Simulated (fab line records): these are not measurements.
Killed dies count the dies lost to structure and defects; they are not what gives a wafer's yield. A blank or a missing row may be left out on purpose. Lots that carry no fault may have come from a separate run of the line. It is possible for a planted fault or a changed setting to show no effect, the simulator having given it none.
Which tool did it? ; flow berkeley cmos170 ; 24 lots, 72 wafers sampled, at 6 steps of a route of 331

## WHAT THE GAUGES READ, wafer by wafer
UCB170_PWELL_THK_MEAS_06. Usual: PWELL_NITRIDE_THK 220.3 nm, standard deviation 1.7.
lot;measured;on;PWELL_NITRIDE_THK (nm);flag
L074;day 3 04:01;film metro-03;221.7 222.6 220.5;
L075;day 3 04:01;film metro-02;220.9 221.2 222.1;
L077;day 3 12:20;film metro-03;222.2 221.1 220.5;
L076;day 3 12:22;film metro-02;220.8 220.9 219.0;
L078;day 3 18:17;film metro-02;223.2 223.7 222.8;
L079;day 4 02:55;film metro-02;220.2 220.9 220.2;
L080;day 4 03:32;film metro-03;221.1 220.0 220.4;
L082;day 4 18:43;film metro-02;220.7 218.8 220.2;
L081;day 4 18:44;film metro-03;219.3 221.1 221.2;
L083;day 4 22:37;film metro-03;222.8 221.0 220.5;
L085;day 5 01:49;film metro-03;220.7 222.2 223.0;
L084;day 5 01:50;film metro-02;220.1 219.7 220.8;
L086;day 5 20:49;film metro-03;218.6 219.8 220.0;
L087;day 5 20:49;film metro-02;217.0 218.1 218.4;
L088;day 5 20:52;film metro-03;217.7 220.6 220.0;
L090;day 6 06:05;film metro-02;216.6 217.6 218.1;
L089;day 6 06:05;film metro-03;220.4 220.0 221.1;
L091;day 6 10:35;film metro-02;216.1 217.0 216.6;
L092;day 6 16:01;film metro-03;218.0 217.3 219.5;
L093;day 7 00:19;film metro-02;218.4 220.7 221.7;
L095;day 7 08:35;film metro-03;223.6 221.4 223.0;
L094;day 7 08:36;film metro-02;223.1 220.4 222.4;
L096;day 7 11:35;film metro-03;221.6 221.7 220.8;
L097;day 7 17:19;film metro-02;220.8 220.3 221.0;

UCB170_SACOX_THK_MEAS_02. Usual: SACOX_OXIDE_THK 14.43 nm, standard deviation 0.24.
lot;measured;on;SACOX_OXIDE_THK (nm);flag
L074;day 5 03:17;film metro-03;14.52 14.28 14.44;
L075;day 5 03:14;film metro-03;14.69 14.46 14.78;
L077;day 5 08:59;film metro-03;14.48 14.46 14.54;
L076;day 5 09:00;film metro-04;14.42 14.27 14.23;
L078;day 5 22:04;film metro-03;14.31 14.31 14.30;
L079;day 6 03:58;film metro-03;14.53 14.59 14.54;
L080;day 6 03:55;film metro-03;14.38 14.32 14.47;
L082;day 6 15:51;film metro-03;14.21 14.23 14.40;
L081;day 6 15:52;film metro-04;14.44 14.50 14.09;
L083;day 7 02:41;film metro-03;14.89 14.94 14.73;
L085;day 7 07:17;film metro-04;14.41 14.32 14.39;
L084;day 7 07:18;film metro-03;14.57 14.70 14.46;
L086;day 8 00:37;film metro-01;14.67 14.71 14.80;
L087;day 8 00:37;film metro-04;14.48 14.60 14.59;
L088;day 8 00:41;film metro-01;14.49 14.67 14.44;
L090;day 8 13:29;film metro-01;14.33 14.35 14.31;
L089;day 8 13:28;film metro-04;14.43 14.62 14.80;
L091;day 8 13:28;film metro-03;14.61 14.19 14.60;
L092;day 8 19:37;film metro-01;14.33 14.31 14.20;
L093;day 9 06:24;film metro-03;14.75 14.62 14.69;
L095;day 9 12:41;film metro-01;14.25 14.27 14.15;
L094;day 9 12:43;film metro-03;14.37 14.07 14.36;
L096;day 9 12:43;film metro-04;14.58 14.55 14.31;
L097;day 9 23:59;film metro-04;13.78 13.69 13.74;

UCB170_V1_CD_MEAS_90: target cd 700 nm. Usual: cd nm at 700.2 nm, with a standard deviation of 1.3.
lot;measured;on;cd nm (nm);flag
L074;day 7 17:27;cd sem-01;703.5 701.8 701.3;
L075;day 7 17:11;cd sem-02;700.8 703.1 701.6;
L077;day 7 16:39;cd sem-02;700.7 698.5 698.7;
L076;day 7 17:25;cd sem-02;700.5 700.5 699.0;
L078;day 8 05:35;cd sem-01;699.9 698.5 699.3;
L079;day 8 11:49;cd sem-02;701.7 700.9 700.8;
L080;day 8 11:41;cd sem-01;700.5 699.8 701.0;
L082;day 9 05:24;cd sem-01;701.1 701.4 701.2;
L081;day 9 05:10;cd sem-02;697.4 701.8 698.5;
L083;day 9 08:53;cd sem-02;700.9 698.1 697.7;
L085;day 9 20:41;cd sem-01;699.6 697.8 699.6;
L084;day 9 20:28;cd sem-01;698.8 698.8 699.6;
L086;day 10 06:31;cd sem-01;699.8 698.9 698.4;
L087;day 10 07:04;cd sem-02;700.9 699.6 700.5;
L088;day 10 06:47;cd sem-01;700.4 700.8 700.8;
L090;day 11 02:44;cd sem-01;699.5 698.8 700.1;
L089;day 11 02:34;cd sem-01;699.7 699.2 700.5;
L091;day 11 03:08;cd sem-02;700.4 700.6 699.3;
L092;day 11 07:15;cd sem-02;700.9 700.7 702.0;
L093;day 11 20:19;cd sem-02;701.1 700.5 701.0;
L095;day 12 02:28;cd sem-02;700.2 700.9 699.9;
L094;day 12 01:57;cd sem-01;699.6 701.2 699.5;
L096;day 12 02:47;cd sem-01;702.6 703.0 702.1;
L097;day 12 12:58;cd sem-01;698.3 698.4 698.3;

UCB170_M2_RS_MEAS_02: measurement is done with a four-point probe. Usual: M2_AL_RS 0.0330 ohm/sq, standard deviation 0.00034.
lot;measured;on;M2_AL_RS (ohm/sq);flag
L074;day 7 17:43;film metro-02;0.0324 0.0323 0.0327;
L075;day 7 17:27;film metro-01;0.0328 0.0336 0.0337;
L077;day 7 16:55;film metro-01;0.0327 0.0331 0.0330;
L076;day 7 17:41;film metro-03;0.0325 0.0325 0.0328;
L078;day 8 05:51;film metro-02;0.0334 0.0333 0.0331;
L079;day 8 12:05;film metro-02;0.0333 0.0332 0.0330;
L080;day 8 11:58;film metro-03;0.0334 0.0332 0.0335;
L082;day 9 05:40;film metro-02;0.0327 0.0332 0.0326;
L081;day 9 05:26;film metro-01;0.0333 0.0336 0.0331;
L083;day 9 09:10;film metro-02;0.0330 0.0330 0.0329;
L085;day 9 20:58;film metro-02;0.0331 0.0329 0.0330;
L084;day 9 20:44;film metro-01;0.0324 0.0326 0.0322;
L086;day 10 06:47;film metro-03;0.0331 0.0328 0.0330;
L087;day 10 07:20;film metro-03;0.0329 0.0329 0.0332;
L088;day 10 07:04;film metro-01;0.0332 0.0329 0.0330;
L090;day 11 03:02;film metro-03;0.0325 0.0327 0.0324;
L089;day 11 02:50;film metro-01;0.0327 0.0329 0.0331;
L091;day 11 03:25;film metro-01;0.0333 0.0329 0.0336;
L092;day 11 07:31;film metro-03;0.0333 0.0328 0.0332;
L093;day 11 20:35;film metro-03;0.0328 0.0332 0.0333;
L095;day 12 02:44;film metro-03;0.0324 0.0324 0.0323;
L094;day 12 02:13;film metro-01;0.0326 0.0332 0.0328;
L096;day 12 03:03;film metro-01;0.0329 0.0327 0.0330;
L097;day 12 13:14;film metro-03;0.0330 0.0332 0.0332;

## EACH LOT AND THE TOOL THAT RAN IT (in order: tool; ch and the chambers of the sampled wafers; start)
lot;UCB170_CONTACT_STRIP_19;UCB170_M1_SPUTTER_00
L074;plasma asher-04 ch 0,1, day 7 07:09;pvd sputter-04, day 7 07:33
L075;plasma asher-03 ch 0,1, day 7 05:27;pvd sputter-04, day 7 05:52
L077;plasma asher-01 ch 0,1, day 7 06:52;pvd sputter-03, day 7 07:16
L076;plasma asher-03 ch 0,1, day 7 07:01;pvd sputter-01, day 7 07:24
L078;plasma asher-03 ch 0,1, day 7 16:16;pvd sputter-04, day 7 18:43
L079;plasma asher-01 ch 0,1, day 8 02:34;pvd sputter-03, day 8 02:58
L080;plasma asher-03 ch 1, day 8 03:12;pvd sputter-04, day 8 03:35
L082;plasma asher-03 ch 1, day 8 19:40;pvd sputter-03, day 8 20:03
L081;plasma asher-04 ch 0,1, day 8 19:56;pvd sputter-01, day 8 20:19
L083;plasma asher-04 ch 0,1, day 8 22:43;pvd sputter-04, day 8 23:07
L085;plasma asher-01 ch 0,1, day 9 12:55;pvd sputter-01, day 9 13:19
L084;plasma asher-03 ch 0,1, day 9 11:14;pvd sputter-03, day 9 11:36
L086;plasma asher-01 ch 0,1, day 9 20:49;pvd sputter-03, day 9 21:12
L087;plasma asher-04 ch 0,1, day 9 22:11;pvd sputter-01, day 9 22:35
L088;plasma asher-01 ch 0, day 9 21:57;pvd sputter-04, day 9 22:20
L090;plasma asher-04 ch 0,1, day 10 16:00;pvd sputter-03, day 10 16:22
L089;plasma asher-01 ch 0,1, day 10 16:12;pvd sputter-01, day 10 16:36
L091;plasma asher-03 ch 0,1, day 10 16:19;pvd sputter-03, day 10 16:53
L092;plasma asher-03 ch 0, day 10 22:43;pvd sputter-01, day 10 23:20
L093;plasma asher-04 ch 0,1, day 11 11:29;pvd sputter-01, day 11 11:53
L095;plasma asher-01 ch 0,1, day 11 17:14;pvd sputter-01, day 11 17:40
L094;plasma asher-04 ch 0,1, day 11 17:00;pvd sputter-03, day 11 17:22
L096;plasma asher-03 ch 0,1, day 11 17:19;pvd sputter-04, day 11 17:49
L097;plasma asher-04 ch 0, day 12 00:32;pvd sputter-01, day 12 00:56
- UCB170_CONTACT_STRIP_19: strips in O2.
- UCB170_M1_SPUTTER_00: material Al, target thk 600 nm, time 80 s.

## WHAT THE TOOLS THEMSELVES READ (means of the sampled wafers that have a number; where no wafer has one, the mark that the record gives instead)
UCB170_CONTACT_STRIP_19. Usual: drypump motor current A 5.7 A, standard deviation 0.45; oes product au 0.725 a.u., standard deviation 0.0046.
lot;tool;drypump motor current A (A);oes product au (a.u.);flag
L074;plasma asher-04;5.5;0.729;
L075;plasma asher-03;5.9;0.726;
L077;plasma asher-01;5.4;0.724;
L076;plasma asher-03;5.9;0.725;
L078;plasma asher-03;5.9;0.727;
L079;plasma asher-01;5.4;0.729;
L080;plasma asher-03;6.0;0.727;
L082;plasma asher-03;6.0;0.723;
L081;plasma asher-04;5.5;0.721;
L083;plasma asher-04;5.9;0.725;
L085;plasma asher-01;5.4;0.723;
L084;plasma asher-03;5.9;0.727;
L086;plasma asher-01;5.3;0.723;
L087;plasma asher-04;5.9;0.722;
L088;plasma asher-01;5.6;0.723;
L090;plasma asher-04;5.9;0.726;
L089;plasma asher-01;5.4;0.723;
L091;plasma asher-03;5.9;0.723;
L092;plasma asher-03;5.6;0.722;
L093;plasma asher-04;5.9;0.724;
L095;plasma asher-01;5.4;0.726;
L094;plasma asher-04;5.9;0.721;
L096;plasma asher-03;5.9;0.726;
L097;plasma asher-04;5.1;0.726;

UCB170_M1_SPUTTER_00. Usual: cathode dc power W 6000.1 W, standard deviation 1.1; throttle valve pct 30.1 %, standard deviation 1.3.
lot;tool;cathode dc power W (W);throttle valve pct (%);flag
L074;pvd sputter-04;5998.8;29.8;
L075;pvd sputter-04;6000.1;31.3;
L077;pvd sputter-03;6000.6;30.9;
L076;pvd sputter-01;5999.6;27.8;
L078;pvd sputter-04;5999.3;30.0;
L079;pvd sputter-03;6000.2;31.3;
L080;pvd sputter-04;6000.5;30.4;
L082;pvd sputter-03;6000.2;31.1;
L081;pvd sputter-01;6000.2;29.7;
L083;pvd sputter-04;6000.8;29.9;
L085;pvd sputter-01;5998.5;28.5;
L084;pvd sputter-03;6000.1;31.1;
L086;pvd sputter-03;5999.9;31.1;
L087;pvd sputter-01;6000.9;27.8;
L088;pvd sputter-04;5999.2;30.0;
L090;pvd sputter-03;6001.2;30.9;
L089;pvd sputter-01;5999.2;27.8;
L091;pvd sputter-03;5999.8;31.2;
L092;pvd sputter-01;5999.6;27.8;
L093;pvd sputter-01;6000.3;28.8;
L095;pvd sputter-01;6001.4;28.8;
L094;pvd sputter-03;6000.4;31.1;
L096;pvd sputter-04;5999.4;30.7;
L097;pvd sputter-01;5999.8;28.6;

## THE ANSWER, worked out from the rows above alone
Rule: a lot counts as off when the mean over its wafers that have a number is more than 3 standard deviations away from the usual mean. A lot without any number at a reading at which 4 lots or more have one is off too. The other lots that the step has rows for count as sound. After the gauges, taken in route order, come the tools' own readings; for these a lot's mean is taken, as printed above. The first step at which some lot is off is used, and at that step the reading that is off furthest; a lot without a number counts as furthest.
No lot is off on any of the readings shown, so nothing can be concluded from this.

## WHAT THE SIMULATOR HAD INSERTED
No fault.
